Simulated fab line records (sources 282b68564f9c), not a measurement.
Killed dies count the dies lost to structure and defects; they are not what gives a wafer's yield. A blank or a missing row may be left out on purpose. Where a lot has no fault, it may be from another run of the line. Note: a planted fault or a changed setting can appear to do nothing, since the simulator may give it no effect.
fab line records :: flow rit_cmos
[record]
  lots = 13
  wafers = 39
  last_day = 7
route steps=202 shown NRETRO@59 CONTACT@179 M1@202
lots that met no fault: taken from a fault-free run of the same line
start_h: hours from the record's first day to the start of the lot's first wafer shown :: wait_h: hours since the lot's step before :: " same as the row above :: L1.1+2: one row covering several wafers at once :: - no value, or no start given :: * or withheld: withheld :: < > ~ a bound
route shown NAME@n: a module of which the file shows steps, and the number in the route of the first :: usual: the fault-free wafers' mean and standard deviation :: same: alike in all rows :: chamber/n: place in a boat :: sites: the reading at each site :: _std_site: the values' standard deviation :: _edge_site: outer sites' mean less inner sites' :: radius_mm: for every site, how far away it sits from the centre of the wafer :: mask NAME#n: copy n :: behind: the most recent tool/chamber to have shaped the wafer :: hold: why the lot went on hold/how many hours it stayed there/how the hold came to an end :: device: names the non-switching transistor (n, p or np) :: end of line: tests of these same wafers at the route's end :: step lacking rows: just its recipe :: killed: the dies lost at the first sort to structure and to defects; this is not the yield of the wafer :: map: per-die view of a wafer (x killed, . not killed, _ where there is no die)
set.NAME: the setting as run; set.NAME@STEP: as run at that earlier step :: model.NAME: the simulator's own value behind a step, which no gauge read
one table for each step of the route and one row for each wafer, over a sample of lots
services: a tool's chamber out of use, with start hour (start_h, from the record's first day; less than 0 if before it), hours out, and reason
[[steps]]
[step RIT_NRETRO_OVL_MEAS_06]
[usual]
  NRETRO_OVL = -0.7/1.6
lot.wafer: L314.4
tool: overlay-02
chamber: -
start_h: 30.18
wait_h: -
NRETRO_OVL[nm]: -1.4

lot.wafer: L314.5
tool: overlay-02
chamber: -
start_h: 30.18
wait_h: -
NRETRO_OVL[nm]: -1.6

lot.wafer: L314.6
tool: overlay-02
chamber: -
start_h: 30.18
wait_h: -
NRETRO_OVL[nm]: -1.0

lot.wafer: L315.1
tool: overlay-01
chamber: -
start_h: 35.91
wait_h: -
NRETRO_OVL[nm]: -0.4

lot.wafer: L315.2
tool: overlay-01
chamber: -
start_h: 35.91
wait_h: -
NRETRO_OVL[nm]: 1.2

lot.wafer: L315.5
tool: overlay-01
chamber: -
start_h: 35.91
wait_h: -
NRETRO_OVL[nm]: 0.5

lot.wafer: L316.4
tool: overlay-02
chamber: -
start_h: 40.49
wait_h: -
NRETRO_OVL[nm]: 0.0

lot.wafer: L316.5
tool: overlay-02
chamber: -
start_h: 40.49
wait_h: -
NRETRO_OVL[nm]: -0.5

lot.wafer: L316.6
tool: overlay-02
chamber: -
start_h: 40.49
wait_h: -
NRETRO_OVL[nm]: -1.5

lot.wafer: L317.1
tool: overlay-01
chamber: -
start_h: 46.80
wait_h: -
NRETRO_OVL[nm]: -3.3

lot.wafer: L317.4
tool: overlay-01
chamber: -
start_h: 46.80
wait_h: -
NRETRO_OVL[nm]: -2.7

lot.wafer: L317.5
tool: overlay-01
chamber: -
start_h: 46.80
wait_h: -
NRETRO_OVL[nm]: -3.9

lot.wafer: L319.2
tool: overlay-01
chamber: -
start_h: 54.95
wait_h: -
NRETRO_OVL[nm]: -0.7

lot.wafer: L319.4
tool: overlay-01
chamber: -
start_h: 54.95
wait_h: -
NRETRO_OVL[nm]: -1.3

lot.wafer: L319.6
tool: overlay-01
chamber: -
start_h: 54.95
wait_h: -
NRETRO_OVL[nm]: -1.7

lot.wafer: L320.3
tool: overlay-02
chamber: -
start_h: 60.47
wait_h: -
NRETRO_OVL[nm]: 0.1

lot.wafer: L320.5
tool: overlay-02
chamber: -
start_h: 60.47
wait_h: -
NRETRO_OVL[nm]: 1.4

lot.wafer: L320.6
tool: overlay-02
chamber: -
start_h: 60.47
wait_h: -
NRETRO_OVL[nm]: 1.5

lot.wafer: L322.1
tool: overlay-01
chamber: -
start_h: 71.17
wait_h: -
NRETRO_OVL[nm]: 2.6

lot.wafer: L322.4
tool: overlay-01
chamber: -
start_h: 71.17
wait_h: -
NRETRO_OVL[nm]: 0.3

lot.wafer: L322.5
tool: overlay-01
chamber: -
start_h: 71.17
wait_h: -
NRETRO_OVL[nm]: -0.7

lot.wafer: L327.2
tool: overlay-01
chamber: -
start_h: 95.82
wait_h: -
NRETRO_OVL[nm]: -1.8

lot.wafer: L327.3
tool: overlay-01
chamber: -
start_h: 95.82
wait_h: -
NRETRO_OVL[nm]: -2.8

lot.wafer: L327.4
tool: overlay-01
chamber: -
start_h: 95.82
wait_h: -
NRETRO_OVL[nm]: -2.8

lot.wafer: L330.2
tool: overlay-01
chamber: -
start_h: 111.51
wait_h: -
NRETRO_OVL[nm]: 2.5

lot.wafer: L330.3
tool: overlay-01
chamber: -
start_h: 111.51
wait_h: -
NRETRO_OVL[nm]: 2.8

lot.wafer: L330.4
tool: overlay-01
chamber: -
start_h: 111.51
wait_h: -
NRETRO_OVL[nm]: -0.7

lot.wafer: L332.1
tool: overlay-02
chamber: -
start_h: 120.11
wait_h: -
NRETRO_OVL[nm]: 1.1

lot.wafer: L332.5
tool: overlay-02
chamber: -
start_h: 120.11
wait_h: -
NRETRO_OVL[nm]: 0.1

lot.wafer: L332.6
tool: overlay-02
chamber: -
start_h: 120.11
wait_h: -
NRETRO_OVL[nm]: -0.9

lot.wafer: L333.2
tool: overlay-02
chamber: -
start_h: 123.99
wait_h: -
NRETRO_OVL[nm]: 1.0

lot.wafer: L333.5
tool: overlay-02
chamber: -
start_h: 123.99
wait_h: -
NRETRO_OVL[nm]: -2.4

lot.wafer: L333.6
tool: overlay-02
chamber: -
start_h: 123.99
wait_h: -
NRETRO_OVL[nm]: 1.1

lot.wafer: L334.2
tool: overlay-02
chamber: -
start_h: 131.16
wait_h: -
NRETRO_OVL[nm]: -0.4

lot.wafer: L334.4
tool: overlay-02
chamber: -
start_h: 131.16
wait_h: -
NRETRO_OVL[nm]: -2.5

lot.wafer: L334.5
tool: overlay-02
chamber: -
start_h: 131.16
wait_h: -
NRETRO_OVL[nm]: 0.2

lot.wafer: L336.1
tool: overlay-01
chamber: -
start_h: 141.63
wait_h: -
NRETRO_OVL[nm]: 0.9

lot.wafer: L336.4
tool: overlay-01
chamber: -
start_h: 141.63
wait_h: -
NRETRO_OVL[nm]: -0.6

lot.wafer: L336.5
tool: overlay-01
chamber: -
start_h: 141.63
wait_h: -
NRETRO_OVL[nm]: 0.4
[step RIT_CONTACT_ETCH_11]
[recipe]
  target_depth_a = 4800
  over_etch_frac = 0.2
  stop_on = TiSi2
  chemistry = CHF3/CF4/Ar
  target = SiO2
  CHF3_flow_sccm = 50
  cf4_flow_sccm = 10
  Ar_flow_sccm = 100
  O2_flow_sccm = 5
  pressure_mtorr = 100
  rf_w = 200
  time_s = 320
[usual]
  O2_flow_sccm = 4.998/0.016
  cf4_flow_sccm = 10.001/0.026
  drypump_motor_current_A = 5.7/0.33
  oes_product_au = 0.991/0.015
  run_length_s = 348.4/0.34
  throttle_valve_pct = 8.96/0.14
[same]
  over_etch_frac = 0.2
lot.wafer: L314.4
tool: rie_diel-03
chamber: 3
start_h: 53.55
wait_h: 0.1
O2_flow_sccm: 4.990
cf4_flow_sccm: 9.962
drypump_motor_current_A: 5.9
oes_product_au: 0.967
rf_hours_counter_h: 43
run_length_s: 348.3
throttle_valve_pct: 8.92

lot.wafer: L314.5
tool: rie_diel-03
chamber: 1
start_h: 53.55
wait_h: 0.1
O2_flow_sccm: 5.003
cf4_flow_sccm: 9.991
drypump_motor_current_A: 5.9
oes_product_au: 0.982
rf_hours_counter_h: -
run_length_s: 348.2
throttle_valve_pct: 9.03

lot.wafer: L314.6
tool: rie_diel-03
chamber: 2
start_h: 53.55
wait_h: 0.1
O2_flow_sccm: 4.997
cf4_flow_sccm: 9.971
drypump_motor_current_A: 5.5
oes_product_au: 0.997
rf_hours_counter_h: -
run_length_s: 348.2
throttle_valve_pct: 9.14

lot.wafer: L315.1
tool: rie_diel-03
chamber: 2
start_h: 59.43
wait_h: 0.1
O2_flow_sccm: 4.968
cf4_flow_sccm: 10.019
drypump_motor_current_A: 5.5
oes_product_au: 0.990
rf_hours_counter_h: 5
run_length_s: 348.4
throttle_valve_pct: 9.13

lot.wafer: L315.2
tool: rie_diel-03
chamber: 3
start_h: 59.43
wait_h: 0.1
O2_flow_sccm: 4.993
cf4_flow_sccm: 9.996
drypump_motor_current_A: 6.0
oes_product_au: 0.957
rf_hours_counter_h: 43
run_length_s: 348.2
throttle_valve_pct: 8.93

lot.wafer: L315.5
tool: rie_diel-03
chamber: 2
start_h: 59.43
wait_h: 0.1
O2_flow_sccm: 5.009
cf4_flow_sccm: 9.991
drypump_motor_current_A: 5.6
oes_product_au: 0.982
rf_hours_counter_h: -
run_length_s: 348.3
throttle_valve_pct: 9.15

lot.wafer: L316.4
tool: rie_diel-03
chamber: 2
start_h: 65.65
wait_h: 0.1
O2_flow_sccm: 5.037
cf4_flow_sccm: 9.988
drypump_motor_current_A: 5.5
oes_product_au: 0.989
rf_hours_counter_h: 6
run_length_s: 348.5
throttle_valve_pct: 9.13

lot.wafer: L316.5
tool: rie_diel-03
chamber: 2
start_h: 65.65
wait_h: 0.1
O2_flow_sccm: 5.021
cf4_flow_sccm: 10.005
drypump_motor_current_A: 5.5
oes_product_au: 0.994
rf_hours_counter_h: -
run_length_s: 348.2
throttle_valve_pct: 9.14

lot.wafer: L316.6
tool: rie_diel-03
chamber: 1
start_h: 65.65
wait_h: 0.1
O2_flow_sccm: 4.990
cf4_flow_sccm: 9.970
drypump_motor_current_A: 5.9
oes_product_au: 0.986
rf_hours_counter_h: -
run_length_s: 348.1
throttle_valve_pct: 9.03

lot.wafer: L317.1
tool: rie_diel-04
chamber: 1
start_h: 70.43
wait_h: 0.1
O2_flow_sccm: 4.994
cf4_flow_sccm: 9.984
drypump_motor_current_A: 6.0
oes_product_au: 0.991
rf_hours_counter_h: 28
run_length_s: 348.3
throttle_valve_pct: 8.65

lot.wafer: L317.4
tool: rie_diel-04
chamber: 2
start_h: 70.43
wait_h: 0.1
O2_flow_sccm: 4.988
cf4_flow_sccm: 10.017
drypump_motor_current_A: 6.0
oes_product_au: 0.996
rf_hours_counter_h: 36
run_length_s: 348.8
throttle_valve_pct: 8.80

lot.wafer: L317.5
tool: rie_diel-04
chamber: 2
start_h: 70.43
wait_h: 0.1
O2_flow_sccm: 4.997
cf4_flow_sccm: 10.020
drypump_motor_current_A: 6.0
oes_product_au: 0.993
rf_hours_counter_h: -
run_length_s: 349.1
throttle_valve_pct: 8.82

lot.wafer: L319.2
tool: rie_diel-03
chamber: 0
start_h: 78.78
wait_h: 0.1
O2_flow_sccm: 5.018
cf4_flow_sccm: 9.963
drypump_motor_current_A: 5.3
oes_product_au: 1.018
rf_hours_counter_h: 116
run_length_s: 348.7
throttle_valve_pct: 8.98

lot.wafer: L319.4
tool: rie_diel-03
chamber: 2
start_h: 78.78
wait_h: 0.1
O2_flow_sccm: 5.002
cf4_flow_sccm: 9.997
drypump_motor_current_A: 5.5
oes_product_au: 0.995
rf_hours_counter_h: 6
run_length_s: 348.3
throttle_valve_pct: 9.15

lot.wafer: L319.6
tool: rie_diel-03
chamber: 2
start_h: 78.78
wait_h: 0.1
O2_flow_sccm: 5.010
cf4_flow_sccm: 9.978
drypump_motor_current_A: 5.6
oes_product_au: 0.994
rf_hours_counter_h: -
run_length_s: 348.5
throttle_valve_pct: 9.15

lot.wafer: L320.3
tool: rie_diel-01
chamber: 0
start_h: 84.10
wait_h: 0.1
O2_flow_sccm: 5.007
cf4_flow_sccm: 9.963
drypump_motor_current_A: 6.4
oes_product_au: 0.986
rf_hours_counter_h: 0
run_length_s: 347.9
throttle_valve_pct: 9.03

lot.wafer: L320.5
tool: rie_diel-01
chamber: 0
start_h: 84.10
wait_h: 0.1
O2_flow_sccm: 5.001
cf4_flow_sccm: 10.002
drypump_motor_current_A: 6.4
oes_product_au: 0.997
rf_hours_counter_h: -
run_length_s: 348.2
throttle_valve_pct: 9.02

lot.wafer: L320.6
tool: rie_diel-01
chamber: 3
start_h: 84.10
wait_h: 0.1
O2_flow_sccm: 4.995
cf4_flow_sccm: 10.008
drypump_motor_current_A: 5.7
oes_product_au: 0.985
rf_hours_counter_h: -
run_length_s: 347.6
throttle_valve_pct: 9.17

lot.wafer: L322.1
tool: rie_diel-04
chamber: 0
start_h: 93.86
wait_h: 0.1
O2_flow_sccm: 4.996
cf4_flow_sccm: 10.018
drypump_motor_current_A: 5.7
oes_product_au: 0.973
rf_hours_counter_h: 121
run_length_s: 348.7
throttle_valve_pct: 9.07

lot.wafer: L322.4
tool: rie_diel-04
chamber: 3
start_h: 93.86
wait_h: 0.1
O2_flow_sccm: 4.967
cf4_flow_sccm: 10.000
drypump_motor_current_A: 4.9
oes_product_au: 0.978
rf_hours_counter_h: 111
run_length_s: 348.4
throttle_valve_pct: 8.76

lot.wafer: L322.5
tool: rie_diel-04
chamber: 1
start_h: 93.86
wait_h: 0.1
O2_flow_sccm: 4.974
cf4_flow_sccm: 10.019
drypump_motor_current_A: 6.0
oes_product_au: 1.000
rf_hours_counter_h: -
run_length_s: 348.0
throttle_valve_pct: 8.66

lot.wafer: L327.2
tool: rie_diel-01
chamber: 0
start_h: 119.92
wait_h: 0.1
O2_flow_sccm: 5.020
cf4_flow_sccm: 10.047
drypump_motor_current_A: 6.3
oes_product_au: 0.968
rf_hours_counter_h: 1
run_length_s: 476.2
throttle_valve_pct: 9.02

lot.wafer: L327.3
tool: rie_diel-01
chamber: 2
start_h: 119.92
wait_h: 0.1
O2_flow_sccm: 4.992
cf4_flow_sccm: 9.962
drypump_motor_current_A: 5.6
oes_product_au: 0.993
rf_hours_counter_h: 8
run_length_s: 476.3
throttle_valve_pct: 8.90

lot.wafer: L327.4
tool: rie_diel-01
chamber: 1
start_h: 119.92
wait_h: 0.1
O2_flow_sccm: 4.966
cf4_flow_sccm: 10.035
drypump_motor_current_A: 5.3
oes_product_au: 0.982
rf_hours_counter_h: 101
run_length_s: 476.9
throttle_valve_pct: 8.76

lot.wafer: L330.2
tool: rie_diel-03
chamber: 2
start_h: 134.34
wait_h: 0.1
O2_flow_sccm: 5.018
cf4_flow_sccm: 9.963
drypump_motor_current_A: 5.5
oes_product_au: 1.000
rf_hours_counter_h: 7
run_length_s: 348.2
throttle_valve_pct: 9.14

lot.wafer: L330.3
tool: rie_diel-03
chamber: 1
start_h: 134.34
wait_h: 0.1
O2_flow_sccm: 5.024
cf4_flow_sccm: 10.005
drypump_motor_current_A: 5.9
oes_product_au: 0.978
rf_hours_counter_h: 127
run_length_s: 348.2
throttle_valve_pct: 9.01

lot.wafer: L330.4
tool: rie_diel-03
chamber: 1
start_h: 134.34
wait_h: 0.1
O2_flow_sccm: 5.004
cf4_flow_sccm: 9.999
drypump_motor_current_A: 5.9
oes_product_au: 0.985
rf_hours_counter_h: -
run_length_s: 348.3
throttle_valve_pct: 9.02

lot.wafer: L332.1
tool: rie_diel-04
chamber: 2
start_h: 142.26
wait_h: 0.1
O2_flow_sccm: 5.004
cf4_flow_sccm: 10.004
drypump_motor_current_A: 6.0
oes_product_au: 0.993
rf_hours_counter_h: 38
run_length_s: 349.0
throttle_valve_pct: 8.81

lot.wafer: L332.5
tool: rie_diel-04
chamber: 0
start_h: 142.26
wait_h: 0.1
O2_flow_sccm: 4.989
cf4_flow_sccm: 9.973
drypump_motor_current_A: 5.7
oes_product_au: 0.968
rf_hours_counter_h: -
run_length_s: 348.2
throttle_valve_pct: 9.04

lot.wafer: L332.6
tool: rie_diel-04
chamber: 2
start_h: 142.26
wait_h: 0.1
O2_flow_sccm: 5.007
cf4_flow_sccm: 9.996
drypump_motor_current_A: 6.0
oes_product_au: 0.997
rf_hours_counter_h: -
run_length_s: 349.4
throttle_valve_pct: 8.82

lot.wafer: L333.2
tool: rie_diel-03
chamber: 1
start_h: 147.58
wait_h: 0.1
O2_flow_sccm: 5.024
cf4_flow_sccm: 9.998
drypump_motor_current_A: 5.9
oes_product_au: 0.988
rf_hours_counter_h: 127
run_length_s: 348.2
throttle_valve_pct: 9.02

lot.wafer: L333.5
tool: rie_diel-03
chamber: 1
start_h: 147.58
wait_h: 0.1
O2_flow_sccm: 5.015
cf4_flow_sccm: 9.980
drypump_motor_current_A: 5.9
oes_product_au: 0.982
rf_hours_counter_h: -
run_length_s: 348.1
throttle_valve_pct: 9.02

lot.wafer: L333.6
tool: rie_diel-03
chamber: 0
start_h: 147.58
wait_h: 0.1
O2_flow_sccm: 4.988
cf4_flow_sccm: 10.055
drypump_motor_current_A: 5.3
oes_product_au: 1.023
rf_hours_counter_h: -
run_length_s: 348.7
throttle_valve_pct: 8.97

lot.wafer: L334.2
tool: rie_diel-03
chamber: 2
start_h: 154.09
wait_h: 0.1
O2_flow_sccm: 5.014
cf4_flow_sccm: 9.997
drypump_motor_current_A: 5.5
oes_product_au: 0.994
rf_hours_counter_h: 8
run_length_s: 348.4
throttle_valve_pct: 9.13

lot.wafer: L334.4
tool: rie_diel-03
chamber: 1
start_h: 154.09
wait_h: 0.1
O2_flow_sccm: 5.002
cf4_flow_sccm: 10.017
drypump_motor_current_A: 5.9
oes_product_au: 0.980
rf_hours_counter_h: 128
run_length_s: 348.3
throttle_valve_pct: 9.03

lot.wafer: L334.5
tool: rie_diel-03
chamber: 1
start_h: 154.09
wait_h: 0.1
O2_flow_sccm: 5.004
cf4_flow_sccm: 10.012
drypump_motor_current_A: 5.9
oes_product_au: 0.987
rf_hours_counter_h: -
run_length_s: 348.5
throttle_valve_pct: 9.02

lot.wafer: L336.1
tool: rie_diel-03
chamber: 0
start_h: 167.42
wait_h: 0.1
O2_flow_sccm: 5.002
cf4_flow_sccm: 9.969
drypump_motor_current_A: 5.4
oes_product_au: 1.018
rf_hours_counter_h: 117
run_length_s: 348.2
throttle_valve_pct: 8.97

lot.wafer: L336.4
tool: rie_diel-03
chamber: 3
start_h: 167.42
wait_h: 0.1
O2_flow_sccm: 5.016
cf4_flow_sccm: 10.030
drypump_motor_current_A: 5.9
oes_product_au: 0.968
rf_hours_counter_h: 46
run_length_s: 348.1
throttle_valve_pct: 8.93

lot.wafer: L336.5
tool: rie_diel-03
chamber: 0
start_h: 167.42
wait_h: 0.1
O2_flow_sccm: 5.001
cf4_flow_sccm: 9.993
drypump_motor_current_A: 5.4
oes_product_au: 1.018
rf_hours_counter_h: -
run_length_s: 348.4
throttle_valve_pct: 8.97
[step RIT_M1_PROBE_99]
[usual]
  killed_at_M0_to_M3 = 0.0/0.16
  killed_at_contacts = 0.0/0.18
  killed_at_front_end = 7/3.1
  killed_dies = 7/3.1
  killed_open = 3.5/2.1
  killed_short = 3.5/2
[same]
  gross_dies = 264
  killed_at_M4_up = 0
  killed_at_back_side = 0
  killed_at_other = 0
lot.wafer: L314.4
tool: prober-01
chamber: -
start_h: 58.57
wait_h: 0.2
killed_at_M0_to_M3: 0
killed_at_contacts: 0
killed_at_front_end: 5
killed_dies: 5
killed_open: 1
killed_short: 3

lot.wafer: L314.5
tool: prober-01
chamber: -
start_h: 58.62
wait_h: 0.2
killed_at_M0_to_M3: 0
killed_at_contacts: 0
killed_at_front_end: 11
killed_dies: 11
killed_open: 5
killed_short: 5

lot.wafer: L314.6
tool: prober-01
chamber: -
start_h: 58.67
wait_h: 0.2
killed_at_M0_to_M3: 0
killed_at_contacts: 0
killed_at_front_end: 6
killed_dies: 6
killed_open: 3
killed_short: 2

lot.wafer: L316.4
tool: prober-01
chamber: -
start_h: 70.79
wait_h: 0.2
killed_at_M0_to_M3: 0
killed_at_contacts: 0
killed_at_front_end: 6
killed_dies: 6
killed_open: 3
killed_short: 3

lot.wafer: L316.5
tool: prober-01
chamber: -
start_h: 70.84
wait_h: 0.2
killed_at_M0_to_M3: 0
killed_at_contacts: 0
killed_at_front_end: 10
killed_dies: 10
killed_open: 6
killed_short: 4

lot.wafer: L316.6
tool: prober-01
chamber: -
start_h: 70.89
wait_h: 0.2
killed_at_M0_to_M3: 0
killed_at_contacts: 1
killed_at_front_end: 7
killed_dies: 8
killed_open: 3
killed_short: 5

lot.wafer: L317.1
tool: prober-02
chamber: -
start_h: 75.31
wait_h: 0.1
killed_at_M0_to_M3: 0
killed_at_contacts: 0
killed_at_front_end: 6
killed_dies: 6
killed_open: 4
killed_short: 2

lot.wafer: L317.4
tool: prober-02
chamber: -
start_h: 75.46
wait_h: 0.2
killed_at_M0_to_M3: 0
killed_at_contacts: 0
killed_at_front_end: 9
killed_dies: 9
killed_open: 4
killed_short: 5

lot.wafer: L317.5
tool: prober-02
chamber: -
start_h: 75.51
wait_h: 0.2
killed_at_M0_to_M3: 0
killed_at_contacts: 0
killed_at_front_end: 2
killed_dies: 2
killed_open: 1
killed_short: 1

lot.wafer: L319.2
tool: prober-02
chamber: -
start_h: 84.31
wait_h: 0.1
killed_at_M0_to_M3: 0
killed_at_contacts: 0
killed_at_front_end: 7
killed_dies: 7
killed_open: 4
killed_short: 3

lot.wafer: L319.4
tool: prober-02
chamber: -
start_h: 84.41
wait_h: 0.2
killed_at_M0_to_M3: 0
killed_at_contacts: 0
killed_at_front_end: 7
killed_dies: 7
killed_open: 5
killed_short: 2

lot.wafer: L319.6
tool: prober-02
chamber: -
start_h: 84.51
wait_h: 0.2
killed_at_M0_to_M3: 0
killed_at_contacts: 0
killed_at_front_end: 9
killed_dies: 9
killed_open: 6
killed_short: 3

lot.wafer: L327.2
tool: prober-02
chamber: -
start_h: 124.82
wait_h: 0.1
killed_at_M0_to_M3: 0
killed_at_contacts: 0
killed_at_front_end: 6
killed_dies: 6
killed_open: 2
killed_short: 4

lot.wafer: L327.3
tool: prober-02
chamber: -
start_h: 124.87
wait_h: 0.2
killed_at_M0_to_M3: 0
killed_at_contacts: 0
killed_at_front_end: 9
killed_dies: 9
killed_open: 7
killed_short: 2

lot.wafer: L327.4
tool: prober-02
chamber: -
start_h: 124.92
wait_h: 0.2
killed_at_M0_to_M3: 0
killed_at_contacts: 0
killed_at_front_end: 9
killed_dies: 9
killed_open: 4
killed_short: 5

lot.wafer: L332.1
tool: prober-01
chamber: -
start_h: 147.21
wait_h: 0.1
killed_at_M0_to_M3: 0
killed_at_contacts: 0
killed_at_front_end: 16
killed_dies: 16
killed_open: 8
killed_short: 8

lot.wafer: L332.5
tool: prober-01
chamber: -
start_h: 147.41
wait_h: 0.2
killed_at_M0_to_M3: 0
killed_at_contacts: 0
killed_at_front_end: 7
killed_dies: 7
killed_open: 5
killed_short: 2

lot.wafer: L332.6
tool: prober-01
chamber: -
start_h: 147.46
wait_h: 0.2
killed_at_M0_to_M3: 0
killed_at_contacts: 0
killed_at_front_end: 8
killed_dies: 8
killed_open: 3
killed_short: 5

lot.wafer: L334.2
tool: prober-01
chamber: -
start_h: 160.00
wait_h: 0.1
killed_at_M0_to_M3: 0
killed_at_contacts: 0
killed_at_front_end: 10
killed_dies: 10
killed_open: 7
killed_short: 3

lot.wafer: L334.4
tool: prober-01
chamber: -
start_h: 160.10
wait_h: 0.2
killed_at_M0_to_M3: 0
killed_at_contacts: 0
killed_at_front_end: 9
killed_dies: 9
killed_open: 5
killed_short: 4

lot.wafer: L334.5
tool: prober-01
chamber: -
start_h: 160.15
wait_h: 0.2
killed_at_M0_to_M3: 0
killed_at_contacts: 0
killed_at_front_end: 8
killed_dies: 8
killed_open: 3
killed_short: 5
// killed by level:class
L314.4 SPACER:geometric_particle:short=2 GATE:geometric_particle:open=1 GATE:geometric_particle:short=1 PRETRO:coat_microbubble_printed=1
L314.5 FOX1:geometric_particle:open=2 GATE:geometric_particle:open=2 FOX1:geometric_particle:short=1 FOX2:geometric_particle:short=1 FOX2:geometric_particle:open=1 GATE:geometric_particle:short=1 SPACER:geometric_particle:short=1 SILICIDE:geometric_particle:short=1
L314.6 REOX:geometric_particle:short=2 FOX2:geometric_particle:open=1 GATE:geometric_particle:open=1 REOX:geometric_particle:open=1 PRETRO:coat_microbubble_printed=1
L316.4 REOX:geometric_particle:short=2 FOX1:geometric_particle:short=1 FOX1:geometric_particle:open=1 FOX2:geometric_particle:open=1 SPACER:geometric_particle:open=1
L316.5 GATE:geometric_particle:short=3 GATE:geometric_particle:open=3 FOX1:geometric_particle:open=2 FOX1:geometric_particle:short=1 REOX:geometric_particle:open=1
L316.6 REOX:geometric_particle:short=2 FOX1:geometric_particle:short=1 GATE:geometric_particle:open=1 REOX:geometric_particle:open=1 SILICIDE:geometric_particle:short=1 SILICIDE:geometric_particle:open=1 CONTACT:geometric_particle:short=1
L317.1 FOX2:geometric_particle:open=2 REOX:geometric_particle:short=1 SPACER:geometric_particle:short=1 SPACER:geometric_particle:open=1 SILICIDE:geometric_particle:open=1
L317.4 FOX2:geometric_particle:open=3 REOX:geometric_particle:short=3 GATE:geometric_particle:short=1 SPACER:geometric_particle:open=1 SILICIDE:geometric_particle:short=1
L317.5 GATE:geometric_particle:short=1 SILICIDE:geometric_particle:open=1
L319.2 FOX1:geometric_particle:open=2 GATE:geometric_particle:short=2 GATE:geometric_particle:open=1 SPACER:geometric_particle:short=1 SPACER:geometric_particle:open=1
L319.4 GATE:geometric_particle:open=2 SPACER:geometric_particle:open=2 REOX:geometric_particle:short=1 REOX:geometric_particle:open=1 SPACER:geometric_particle:short=1
L319.6 SPACER:geometric_particle:open=2 FOX1:geometric_particle:open=1 FOX2:geometric_particle:short=1 GATE:geometric_particle:short=1 GATE:geometric_particle:open=1 REOX:geometric_particle:open=1 REOX:geometric_particle:short=1 SILICIDE:geometric_particle:open=1
L327.2 SILICIDE:geometric_particle:short=2 FOX2:geometric_particle:short=1 FOX2:geometric_particle:open=1 SPACER:geometric_particle:short=1 SPACER:geometric_particle:open=1
L327.3 SILICIDE:geometric_particle:open=5 GATE:geometric_particle:open=2 GATE:geometric_particle:short=2
L327.4 FOX2:geometric_particle:short=2 GATE:geometric_particle:short=2 FOX1:geometric_particle:open=1 FOX1:geometric_particle:short=1 GATE:geometric_particle:open=1 REOX:geometric_particle:open=1 SILICIDE:geometric_particle:open=1
L332.1 FOX2:geometric_particle:short=3 REOX:geometric_particle:open=3 FOX1:geometric_particle:short=2 GATE:geometric_particle:open=2 REOX:geometric_particle:short=2 FOX2:geometric_particle:open=1 GATE:geometric_particle:short=1 SPACER:geometric_particle:open=1
L332.5 GATE:geometric_particle:open=2 SILICIDE:geometric_particle:open=2 FOX1:geometric_particle:short=1 SPACER:geometric_particle:open=1 SILICIDE:geometric_particle:short=1
L332.6 SPACER:geometric_particle:short=2 FOX1:geometric_particle:open=1 FOX1:geometric_particle:short=1 REOX:geometric_particle:short=1 SPACER:geometric_particle:open=1 SILICIDE:geometric_particle:open=1 SILICIDE:geometric_particle:short=1
L334.2 FOX2:geometric_particle:open=3 GATE:geometric_particle:open=2 FOX1:geometric_particle:short=1 FOX2:geometric_particle:short=1 GATE:geometric_particle:short=1 REOX:geometric_particle:open=1 SPACER:geometric_particle:open=1
L334.4 GATE:geometric_particle:open=3 GATE:geometric_particle:short=3 FOX1:geometric_particle:short=1 FOX2:geometric_particle:open=1 SILICIDE:geometric_particle:open=1
L334.5 FOX1:geometric_particle:short=2 GATE:geometric_particle:open=2 GATE:geometric_particle:short=2 FOX1:geometric_particle:open=1 SPACER:geometric_particle:short=1
[[services]]
tool: rie_diel-01
chamber: 0
start_h: 55.11
hours: 2.8
kind: repair

tool: rie_diel-01
chamber: 0
start_h: 57.90
hours: -
kind: clean

tool: rie_diel-01
chamber: 0
start_h: 57.90
hours: 17.9
kind: scheduled_down

tool: rie_diel-01
chamber: 0
start_h: 57.90
hours: 17.9
kind: vent_cycle

tool: rie_diel-03
chamber: 0
start_h: 111.88
hours: 6.7
kind: repair

tool: rie_diel-04
chamber: 1
start_h: 117.84
hours: 48.6
kind: repair

tool: rie_diel-04
chamber: 2
start_h: 117.98
hours: 7.4
kind: repair

tool: rie_diel-04
chamber: 2
start_h: 125.64
hours: 3.9
kind: repair

tool: rie_diel-03
chamber: 0
start_h: 128.77
hours: 15.3
kind: repair

tool: rie_diel-04
chamber: 0
start_h: 146.58
hours: 7.0
kind: repair
[[key]]
[first_sign]
  step = RIT_CONTACT_ETCH_11
  reading = run_length_s
  direction = up
  sigmas = 99+
  usual = *
  struck = *
effect none on later readings
met_at RIT_CONTACT_ETCH_11
struck_lots L327
tester_left_out L327
not_acting_at RIT_NRETRO_OVL_MEAS_06
onset_between 84.10 119.92
[earlier_fault]
  kind = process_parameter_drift
  tool = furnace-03
  chamber = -
  onset_h = 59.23
  steps = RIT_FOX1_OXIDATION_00
  channel = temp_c
  offset = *
  shape = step
  end_h = 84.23
  acts_in = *
  stated = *
[fault]
  kind = process_parameter_drift
  tool = rie_diel-01
  chamber = -
  onset_h = 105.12
  steps = RIT_CONTACT_ETCH_11
  channel = time_s
  offset = *
  shape = step
  acts_in = *
  stated = *
// tester_left_out: of these lots the tester's yield and bins aren't shown, on N5 and GAA mostly nor the transistor test; their killed dies are dies lost to structure and defects alone, not to doping, threshold or leakage, so they don't give the yield
